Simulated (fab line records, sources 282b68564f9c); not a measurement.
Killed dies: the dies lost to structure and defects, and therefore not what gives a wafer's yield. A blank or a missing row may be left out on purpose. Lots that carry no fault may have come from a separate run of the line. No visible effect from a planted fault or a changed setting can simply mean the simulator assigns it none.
fab line records | flow ritCmos
record: lots: 10 | wafers: 30 | lastDay: 7
route steps=202 shown PLDD@123 SPACER@129 CONTACT@179 M1@202
lots that met no fault: from a run of the same line without faults
startH: hours from the record's first day to the start of the lot's first wafer shown | waitH: how many hours have passed since the lot's step before this one | " as in the row above | L1.1+2: several wafers, shown together as one row | - no value present, or no start provided | * or withheld: withheld | < > ~ a bound
route shown NAME@n: a module of which the file shows steps, and the number in the route of the first | usual: average and standard deviation across the fault-free wafers | same: alike in all rows | chamber/n: place in a boat | sites: readings site by site | _std_site: their standard deviation | _edge_site: inner sites' mean taken away from outer sites' mean | radiusMm: how far each site lies from the wafer's centre | mask NAME#n: copy n | behind: the most recent tool/chamber to have shaped the wafer | hold: why the lot was held/for how many hours/how that ended | device: the n, p or np transistor that did not switch | end of line: the route-end tests of the same wafers | for a step that has no rows: nothing shown but its recipe | killed: not the wafer's yield, but the dies lost to structure and defects at the first sort | map: shows each die of a wafer: x if killed, . if not, _ if none is there
set.NAME: setting as actually run; set.NAME@STEP: the setting as run at that earlier step | model.NAME: the simulator's own value behind a step, which no gauge read
a sample of lots followed through the steps of the route, with each step as a table and each wafer as a row
services: a tool's chamber out of use, with start hour (startH, from the record's first day; less than 0 if before it), hours out, and reason
== steps ==
step: RIT_PLDD_STRIP_09
recipe: chemistry: O2 | timeS: 180 | resist: NOVOLAK | platenTempC: withheld | powerW: 500 | pressureMtorr: 4000 | o2FlowSccm: 4000
usual: drypumpMotorCurrentA: 5.6/0.4 | o2FlowSccm: 3998/11 | rfReflPowerW: 6.2/1.6
lot.wafer | tool           | chamber | startH | waitH | drypumpMotorCurrentA | o2FlowSccm | rfHoursCounterH | rfReflPowerW
L427.1    | plasmaAsher-03 | 0       | 44.37  | 0.1   | 5.8                  | 3975       | 40              | 8.9
L427.4    | "              | 0       | "      | "     | 5.8                  | 3963       | -               | 9.1
L427.5    | "              | 1       | "      | "     | 5.7                  | 4015       | -               | 5.2
L428.1    | plasmaAsher-02 | 1       | 51.35  | 0.1   | 5.4                  | 3985       | 40              | 6.1
L428.2    | "              | 0       | "      | "     | 5.7                  | 3999       | 40              | 5.7
L428.5    | "              | 0       | "      | "     | 5.7                  | 4008       | -               | 6.0
L436.1    | plasmaAsher-03 | 1       | 92.62  | 0.1   | 5.7                  | 4012       | 45              | 5.0
L436.2    | "              | 0       | "      | "     | 5.7                  | 4009       | 45              | 8.9
L436.4    | "              | 0       | "      | "     | 5.8                  | 4003       | -               | 8.8
L437.1    | plasmaAsher-02 | 0       | 96.26  | 0.1   | 5.7                  | 3990       | 44              | 6.0
L437.2    | "              | 1       | "      | "     | 5.4                  | 4002       | 44              | 6.2
L437.3    | "              | 0       | "      | "     | 5.7                  | 3990       | -               | 5.8
L439.2    | plasmaAsher-03 | 0       | 104.22 | 0.1   | 5.8                  | 3994       | 46              | 9.0
L439.4    | "              | 1       | "      | "     | 5.7                  | 4006       | -               | 5.1
L439.5    | "              | 1       | "      | "     | 5.7                  | 4027       | -               | 4.9
L440.2    | plasmaAsher-01 | 1       | 108.88 | 0.1   | 4.8                  | 4010       | 48              | 3.8
L440.3    | "              | 1       | "      | "     | 4.8                  | 4010       | -               | 3.7
L440.6    | "              | 1       | "      | "     | 4.8                  | 3993       | -               | 4.0
L443.2    | plasmaAsher-02 | 0       | 122.51 | 0.1   | 5.7                  | 4003       | 1               | 6.0
L443.3    | "              | 0       | "      | "     | 5.7                  | 3996       | -               | 5.9
L443.6    | "              | 0       | "      | "     | 5.7                  | 4001       | -               | 5.9
L444.1    | plasmaAsher-02 | 1       | 129.07 | 0.1   | 5.4                  | 4006       | 1               | 6.2
L444.5    | "              | 0       | "      | "     | 5.7                  | 4008       | -               | 5.7
L444.6    | "              | 1       | "      | "     | 5.4                  | 4004       | -               | 6.3
L448.1    | plasmaAsher-02 | 0       | 149.08 | 0.1   | 5.7                  | 4016       | 3               | 5.9
L448.2    | "              | 1       | "      | "     | 5.3                  | 3976       | 3               | 6.1
L448.5    | "              | 0       | "      | "     | 5.7                  | 3996       | -               | 5.9
L449.1    | plasmaAsher-01 | 0       | 152.60 | 0.1   | 6.1                  | 4001       | 52              | 8.1
L449.4    | "              | 1       | "      | "     | 4.8                  | 3992       | -               | 3.7
L449.6    | "              | 0       | "      | "     | 6.2                  | 3985       | -               | 7.8
step: RIT_SPACER_THK_MEAS_04
recipe: reads: Si3N4_of_SPACER_CVD_03
usual: SPACER_NITRIDE_THK: 249.4/2.3
lot.wafer | tool         | chamber | startH | waitH | SPACER_NITRIDE_THK[nm]
L427.1    | filmMetro-01 | -       | 46.92  | 0.0   | 247.7
L427.4    | "            | -       | "      | "     | 247.7
L427.5    | "            | -       | "      | "     | 247.8
L428.1    | filmMetro-04 | -       | 54.85  | 0.0   | 249.6
L428.2    | "            | -       | "      | "     | 247.8
L428.5    | "            | -       | "      | "     | 247.1
L436.1    | filmMetro-01 | -       | 95.45  | 0.0   | 248.3
L436.2    | "            | -       | "      | "     | 246.7
L436.4    | "            | -       | "      | "     | 246.5
L437.1    | filmMetro-04 | -       | 98.80  | 0.0   | 250.3
L437.2    | "            | -       | "      | "     | 251.6
L437.3    | "            | -       | "      | "     | 249.2
L439.2    | filmMetro-03 | -       | 106.75 | 0.0   | 249.8
L439.4    | "            | -       | "      | "     | 248.7
L439.5    | "            | -       | "      | "     | 246.9
L440.2    | filmMetro-04 | -       | 111.41 | 0.0   | 247.8
L440.3    | "            | -       | "      | "     | 247.1
L440.6    | "            | -       | "      | "     | 248.7
L443.2    | filmMetro-04 | -       | 125.03 | 0.0   | 254.4
L443.3    | "            | -       | "      | "     | 252.2
L443.6    | "            | -       | "      | "     | 255.4
L444.1    | filmMetro-04 | -       | 131.59 | 0.0   | 251.9
L444.5    | "            | -       | "      | "     | 253.6
L444.6    | "            | -       | "      | "     | 252.4
L448.1    | filmMetro-04 | -       | 151.63 | 0.0   | 247.0
L448.2    | "            | -       | "      | "     | 248.5
L448.5    | "            | -       | "      | "     | 251.1
L449.1    | filmMetro-04 | -       | 155.45 | 0.0   | 246.6
L449.4    | "            | -       | "      | "     | 243.7
L449.6    | "            | -       | "      | "     | 245.0
step: RIT_CONTACT_ETCH_11
recipe: targetDepthA: 4800 | overEtchFrac: 0.2 | stopOn: TiSi2 | chemistry: CHF3/CF4/Ar | target: SiO2 | CHF3_flow_sccm: 50 | cf4FlowSccm: 10 | Ar_flow_sccm: 100 | O2_flow_sccm: 5 | pressureMtorr: 100 | rfW: 200 | timeS: 320
usual: drypumpMotorCurrentA: 5.9/0.36 | oesProductAu: 0.989/0.014 | throttleValvePct: 8.86/0.14
lot.wafer | tool       | chamber | startH | waitH | drypumpMotorCurrentA | oesProductAu | rfHoursCounterH | throttleValvePct
L427.1    | rieDiel-02 | 1       | 53.52  | 0.1   | 5.8                  | 0.993        | 44              | 8.76
L427.4    | "          | 0       | "      | "     | 6.4                  | 1.006        | 131             | 9.01
L427.5    | "          | 1       | "      | "     | 5.9                  | 0.995        | -               | 8.77
L428.1    | rieDiel-04 | 3       | 61.27  | 0.1   | 5.8                  | 0.974        | 62              | 8.60
L428.2    | "          | 2       | "      | "     | 5.4                  | 0.999        | 72              | 8.83
L428.5    | "          | 2       | "      | "     | 5.4                  | 0.999        | -               | 8.84
L436.1    | rieDiel-02 | 3       | 102.01 | 0.1   | 6.1                  | 0.979        | 7               | 8.89
L436.2    | "          | 0       | "      | "     | 6.4                  | 1.011        | 132             | 9.00
L436.4    | "          | 2       | "      | "     | 5.4                  | 0.979        | 3               | 8.81
L437.1    | rieDiel-02 | 2       | 104.79 | 0.1   | 5.4                  | 0.974        | 4               | 8.80
L437.2    | "          | 0       | "      | "     | 6.4                  | 1.003        | 133             | 9.00
L437.3    | "          | 1       | "      | "     | 5.9                  | 0.997        | 46              | 8.76
L439.2    | rieDiel-03 | 0       | 112.95 | 0.1   | 5.3                  | 0.987        | 1               | 8.82
L439.4    | "          | 3       | "      | "     | 6.5                  | 1.002        | -               | 8.85
L439.5    | "          | 2       | "      | "     | 6.2                  | 1.008        | -               | 8.77
L440.2    | rieDiel-04 | 0       | 117.74 | 0.1   | 5.7                  | 0.976        | 0               | 9.14
L440.3    | "          | 3       | "      | "     | 5.7                  | 0.965        | 63              | 8.62
L440.6    | "          | 3       | "      | "     | 5.8                  | 0.980        | -               | 8.61
L443.2    | rieDiel-04 | 1       | 131.20 | 0.1   | 5.9                  | 0.997        | 13              | 8.99
L443.3    | "          | 0       | "      | "     | 5.6                  | 0.977        | 1               | 9.16
L443.6    | "          | 1       | "      | "     | 5.8                  | 1.000        | -               | 8.97
L444.1    | rieDiel-04 | 3       | 137.61 | 0.1   | 5.7                  | 0.983        | 64              | 8.61
L444.5    | "          | 0       | "      | "     | 5.6                  | 0.972        | -               | 9.14
L444.6    | "          | 1       | "      | "     | 5.9                  | 0.995        | -               | 8.97
L448.1    | rieDiel-03 | 0       | 157.75 | 0.1   | 5.3                  | 0.990        | 2               | 8.83
L448.2    | "          | 2       | "      | "     | 6.3                  | 1.006        | 153             | 8.78
L448.5    | "          | 0       | "      | "     | 5.4                  | 0.986        | -               | 8.82
L449.1    | rieDiel-03 | 2       | 161.62 | 0.1   | 6.3                  | 1.001        | 154             | 8.76
L449.4    | "          | 2       | "      | "     | 6.3                  | 1.005        | -               | 8.78
L449.6    | "          | 0       | "      | "     | 5.3                  | 0.982        | -               | 8.84
step: RIT_CONTACT_CD_MEAS_90
recipe: targetCdNm: 1000
usual: cdNm: 1000.3/2.2
lot.wafer | tool     | chamber | startH | waitH | cdNm
L427.1    | cdSem-02 | -       | 53.89  | 0.1   | 1002.6
L427.4    | "        | -       | "      | "     | 1002.0
L427.5    | "        | -       | "      | "     | 1001.9
L428.1    | cdSem-02 | -       | 61.64  | 0.1   | 1004.8
L428.2    | "        | -       | "      | "     | 1004.7
L428.5    | "        | -       | "      | "     | 1003.8
L436.1    | cdSem-01 | -       | 102.38 | 0.1   | 996.8
L436.2    | "        | -       | "      | "     | 997.7
L436.4    | "        | -       | "      | "     | 997.4
L437.1    | cdSem-02 | -       | 105.19 | 0.1   | 1002.2
L437.2    | "        | -       | "      | "     | 1002.1
L437.3    | "        | -       | "      | "     | 1003.5
L439.2    | cdSem-01 | -       | 113.34 | 0.1   | 999.7
L439.4    | "        | -       | "      | "     | 999.1
L439.5    | "        | -       | "      | "     | 999.5
L440.2    | cdSem-02 | -       | 118.13 | 0.1   | 999.3
L440.3    | "        | -       | "      | "     | 997.5
L440.6    | "        | -       | "      | "     | 998.5
L443.2    | cdSem-02 | -       | 131.59 | 0.1   | 1000.8
L443.3    | "        | -       | "      | "     | 1000.3
L443.6    | "        | -       | "      | "     | 1000.1
L444.1    | cdSem-01 | -       | 137.98 | 0.1   | 999.4
L444.5    | "        | -       | "      | "     | 1000.6
L444.6    | "        | -       | "      | "     | 998.2
L448.1    | cdSem-01 | -       | 158.21 | 0.1   | 999.4
L448.2    | "        | -       | "      | "     | 999.8
L448.5    | "        | -       | "      | "     | 1001.4
L449.1    | cdSem-01 | -       | 162.09 | 0.1   | 1003.7
L449.4    | "        | -       | "      | "     | 1002.5
L449.6    | "        | -       | "      | "     | 1003.5
step: RIT_M1_PROBE_99
usual: killed_at_M0_to_M3: 0.0/0.14 | killedAtContacts: 0.0/0.22 | killedAtFrontEnd: 6.9/3 | killedDies: 6.9/3 | killedOpen: 3.5/2 | killedShort: 3.4/2.1
same: grossDies: 264 | killed_at_M4_up: 0 | killedAtBackSide: 0 | killedAtOther: 0
lot.wafer | tool      | chamber | startH | waitH | killed_at_M0_to_M3 | killedAtContacts | killedAtFrontEnd | killedDies | killedOpen | killedShort
L427.1    | prober-01 | -       | 59.19  | 0.1   | 1                  | 0                | 5                | 6          | 5          | 1
L427.4    | prober-01 | -       | 59.34  | 0.2   | 0                  | 0                | 7                | 7          | 1          | 6
L427.5    | prober-01 | -       | 59.39  | 0.2   | 0                  | 0                | 9                | 9          | 6          | 3
L428.1    | prober-02 | -       | 66.48  | 0.1   | 0                  | 1                | 14               | 15         | 10         | 5
L428.2    | prober-02 | -       | 66.53  | 0.1   | 0                  | 0                | 9                | 9          | 7          | 1
L428.5    | prober-02 | -       | 66.68  | 0.2   | 0                  | 0                | 10               | 10         | 4          | 5
L436.1    | prober-02 | -       | 106.86 | 0.1   | 0                  | 0                | 4                | 4          | 3          | 1
L436.2    | prober-02 | -       | 106.91 | 0.1   | 0                  | 4                | 5                | 9          | 2          | 4
L436.4    | prober-02 | -       | 107.01 | 0.2   | 0                  | 0                | 6                | 6          | 3          | 3
L437.1    | prober-01 | -       | 110.48 | 0.1   | 0                  | 0                | 5                | 5          | 1          | 4
L437.2    | prober-01 | -       | 110.53 | 0.1   | 0                  | 5                | 11               | 16         | 2          | 9
L437.3    | prober-01 | -       | 110.58 | 0.2   | 0                  | 0                | 6                | 6          | 3          | 3
L439.2    | prober-01 | -       | 117.96 | 0.1   | 0                  | 0                | 5                | 5          | 3          | 2
L439.4    | prober-01 | -       | 118.06 | 0.2   | 0                  | 0                | 7                | 7          | 2          | 5
L439.5    | prober-01 | -       | 118.11 | 0.2   | 0                  | 0                | 7                | 7          | 4          | 3
L440.2    | prober-02 | -       | 123.52 | 0.1   | 0                  | 0                | 11               | 11         | 4          | 7
L440.3    | prober-02 | -       | 123.57 | 0.2   | 0                  | 0                | 8                | 8          | 6          | 2
L440.6    | prober-02 | -       | 123.72 | 0.2   | 0                  | 0                | 9                | 9          | 4          | 5
L443.2    | prober-01 | -       | 136.25 | 0.1   | 0                  | 0                | 8                | 8          | 2          | 6
L443.3    | prober-01 | -       | 136.30 | 0.2   | 0                  | 0                | 4                | 4          | 3          | 1
L443.6    | prober-01 | -       | 136.45 | 0.2   | 0                  | 0                | 9                | 9          | 3          | 6
L444.1    | prober-02 | -       | 142.64 | 0.1   | 0                  | 0                | 7                | 7          | 2          | 5
L444.5    | prober-02 | -       | 142.84 | 0.2   | 0                  | 0                | 10               | 10         | 1          | 9
L444.6    | prober-02 | -       | 142.89 | 0.2   | 0                  | 0                | 8                | 8          | 3          | 5
L448.1    | prober-02 | -       | 162.84 | 0.1   | 0                  | 0                | 7                | 7          | 3          | 4
L448.2    | prober-02 | -       | 162.89 | 0.1   | 0                  | 0                | 7                | 7          | 5          | 2
L448.5    | prober-02 | -       | 163.04 | 0.2   | 0                  | 0                | 6                | 6          | 3          | 3
L449.1    | prober-01 | -       | 166.57 | 0.1   | 0                  | 0                | 5                | 5          | 2          | 3
L449.4    | prober-01 | -       | 166.72 | 0.2   | 0                  | 0                | 7                | 7          | 1          | 6
L449.6    | prober-01 | -       | 166.82 | 0.2   | 0                  | 0                | 5                | 5          | 0          | 5
killed by level:class
L427.1 GATE:geometricParticle:open=3 SPACER:geometricParticle:open=1 SILICIDE:geometricParticle:open=1 M1:geometricParticle:short=1
L427.4 GATE:geometricParticle:short=2 FOX1:geometricParticle:short=1 FOX2:geometricParticle:short=1 GATE:geometricParticle:open=1 REOX:geometricParticle:short=1 SILICIDE:geometricParticle:short=1
L427.5 GATE:geometricParticle:short=3 FOX1:geometricParticle:open=2 FOX2:geometricParticle:open=1 GATE:geometricParticle:open=1 REOX:geometricParticle:open=1 SPACER:geometricParticle:open=1
L428.1 SPACER:geometricParticle:open=3 SILICIDE:geometricParticle:open=3 FOX1:geometricParticle:short=2 FOX1:geometricParticle:open=2 FOX2:geometricParticle:short=1 GATE:geometricParticle:short=1 GATE:geometricParticle:open=1 SILICIDE:geometricParticle:short=1
L428.2 FOX2:geometricParticle:open=2 GATE:geometricParticle:open=2 FOX1:geometricParticle:open=1 FOX2:geometricParticle:short=1 SPACER:geometricParticle:open=1 SILICIDE:geometricParticle:open=1 ACTIVE:coatMicrobubblePrinted=1
L428.5 GATE:geometricParticle:open=2 SPACER:geometricParticle:short=2 FOX1:geometricParticle:open=1 FOX1:geometricParticle:short=1 FOX2:geometricParticle:open=1 FOX2:geometricParticle:short=1 GATE:geometricParticle:short=1 NWELL:coatMicrobubblePrinted=1
L436.1 GATE:geometricParticle:open=2 GATE:geometricParticle:short=1 SPACER:geometricParticle:open=1
L436.2 CONTACT:unspecified=3 GATE:geometricParticle:open=2 FOX1:geometricParticle:short=1 REOX:geometricParticle:short=1 SILICIDE:geometricParticle:short=1 CONTACT:geometricParticle:short=1
L436.4 FOX1:geometricParticle:short=1 GATE:geometricParticle:short=1 GATE:geometricParticle:open=1 REOX:geometricParticle:open=1 SPACER:geometricParticle:short=1 SILICIDE:geometricParticle:open=1
L437.1 GATE:geometricParticle:short=2 REOX:geometricParticle:short=2 FOX2:geometricParticle:open=1
L437.2 CONTACT:unspecified=5 REOX:geometricParticle:short=4 FOX1:geometricParticle:short=2 GATE:geometricParticle:open=2 GATE:geometricParticle:short=2 SILICIDE:geometricParticle:short=1
L437.3 SPACER:geometricParticle:short=2 FOX1:geometricParticle:open=1 GATE:geometricParticle:short=1 GATE:geometricParticle:open=1 REOX:geometricParticle:open=1
L439.2 SILICIDE:geometricParticle:open=2 FOX1:geometricParticle:open=1 GATE:geometricParticle:short=1 REOX:geometricParticle:short=1
L439.4 GATE:geometricParticle:short=3 REOX:geometricParticle:open=1 SPACER:geometricParticle:short=1 SILICIDE:geometricParticle:short=1 SILICIDE:geometricParticle:open=1
L439.5 REOX:geometricParticle:open=2 SILICIDE:geometricParticle:open=2 REOX:geometricParticle:short=1 SPACER:geometricParticle:short=1 SILICIDE:geometricParticle:short=1
L440.2 SILICIDE:geometricParticle:short=3 FOX2:geometricParticle:short=2 GATE:geometricParticle:open=2 GATE:geometricParticle:short=2 REOX:geometricParticle:open=1 SILICIDE:geometricParticle:open=1
L440.3 REOX:geometricParticle:open=2 SPACER:geometricParticle:open=2 GATE:geometricParticle:open=1 REOX:geometricParticle:short=1 SPACER:geometricParticle:short=1 SILICIDE:geometricParticle:open=1
L440.6 FOX2:geometricParticle:short=3 SILICIDE:geometricParticle:open=2 GATE:geometricParticle:short=1 GATE:geometricParticle:open=1 REOX:geometricParticle:short=1 SPACER:geometricParticle:open=1
L443.2 GATE:geometricParticle:short=2 SPACER:geometricParticle:short=2 FOX2:geometricParticle:open=1 REOX:geometricParticle:open=1 REOX:geometricParticle:short=1 SILICIDE:geometricParticle:short=1
L443.3 GATE:geometricParticle:open=2 SPACER:geometricParticle:open=1 SILICIDE:geometricParticle:short=1
L443.6 FOX1:geometricParticle:open=2 GATE:geometricParticle:short=2 REOX:geometricParticle:short=2 FOX2:geometricParticle:short=1 REOX:geometricParticle:open=1 SPACER:geometricParticle:short=1
L444.1 GATE:geometricParticle:open=2 GATE:geometricParticle:short=2 FOX1:geometricParticle:short=1 FOX2:geometricParticle:short=1 REOX:geometricParticle:short=1
L444.5 GATE:geometricParticle:short=6 FOX1:geometricParticle:short=1 FOX2:geometricParticle:open=1 REOX:geometricParticle:short=1 SPACER:geometricParticle:short=1
L444.6 GATE:geometricParticle:short=5 GATE:geometricParticle:open=2 FOX2:geometricParticle:open=1
L448.1 FOX1:geometricParticle:open=3 FOX1:geometricParticle:short=1 GATE:geometricParticle:short=1 REOX:geometricParticle:short=1 SILICIDE:geometricParticle:short=1
L448.2 GATE:geometricParticle:open=2 FOX1:geometricParticle:open=1 REOX:geometricParticle:short=1 REOX:geometricParticle:open=1 SPACER:geometricParticle:open=1 SPACER:geometricParticle:short=1
L448.5 GATE:geometricParticle:open=3 GATE:geometricParticle:short=2 REOX:geometricParticle:short=1
L449.1 SILICIDE:geometricParticle:short=2 FOX1:geometricParticle:open=1 FOX2:geometricParticle:short=1 GATE:geometricParticle:open=1
L449.4 SPACER:geometricParticle:short=2 SILICIDE:geometricParticle:short=2 FOX1:geometricParticle:open=1 GATE:geometricParticle:short=1 REOX:geometricParticle:short=1
L449.6 FOX1:geometricParticle:short=2 GATE:geometricParticle:short=2 SILICIDE:geometricParticle:short=1
== services ==
tool           | chamber | startH | hours | kind
rieDiel-04     | 3       | 22.06  | 12.6  | repair
rieDiel-04     | -       | 54.48  | 0.2   | repair
plasmaAsher-03 | -       | 61.16  | 2.7   | repair
rieDiel-03     | 0       | 68.01  | -     | clean
rieDiel-03     | 0       | 68.01  | 17.0  | scheduledDown
rieDiel-03     | 0       | 68.01  | 17.0  | ventCycle
plasmaAsher-02 | -       | 70.02  | 8.1   | repair
rieDiel-04     | 0       | 72.87  | -     | clean
rieDiel-04     | 0       | 72.87  | 25.2  | scheduledDown
rieDiel-04     | 0       | 72.87  | 25.2  | ventCycle
plasmaAsher-01 | -       | 74.99  | 3.2   | repair
rieDiel-04     | 2       | 85.36  | 21.6  | repair
plasmaAsher-01 | -       | 90.39  | 5.1   | repair
plasmaAsher-02 | -       | 108.75 | 9.0   | pm
plasmaAsher-02 | 0       | 108.75 | 9.0   | ventCycle
plasmaAsher-02 | 1       | 108.75 | 9.0   | ventCycle
rieDiel-03     | 2       | 115.14 | 2.8   | repair
plasmaAsher-01 | -       | 115.79 | 4.3   | repair
plasmaAsher-02 | 0       | 117.75 | -     | clean
plasmaAsher-02 | 1       | 117.75 | -     | clean
rieDiel-03     | -       | 144.74 | 0.5   | repair
rieDiel-04     | -       | 147.46 | 14.6  | pm
== key ==
firstSign: step: RIT_M1_PROBE_99 | reading: killedAtContacts | direction: up | sigmas: 4.5 | usual: 0.0 | struck: 4.5
effect none on later readings
metAt RIT_CONTACT_ETCH_11
struckLots L436,L437
struckWafers L436.2,L437.2
testerLeftOut L436,L437
notActingAt RIT_PLDD_STRIP_09,RIT_SPACER_THK_MEAS_04,RIT_CONTACT_CD_MEAS_90
onsetBetween 53.52 102.01
fault: kind: chamberParticleSource | tool: rieDiel-02 | chamber: 0 | onsetH: 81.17 | steps: RIT_CONTACT_ETCH_11 | ratePerVisitCm2: 0.052913 | endH: 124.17
testerLeftOut: of these lots the tester's yield and bins aren't shown, on N5 and GAA mostly nor the transistor test; their killed dies are dies lost to structure and defects alone, not to doping, threshold or leakage, so they don't give the yield
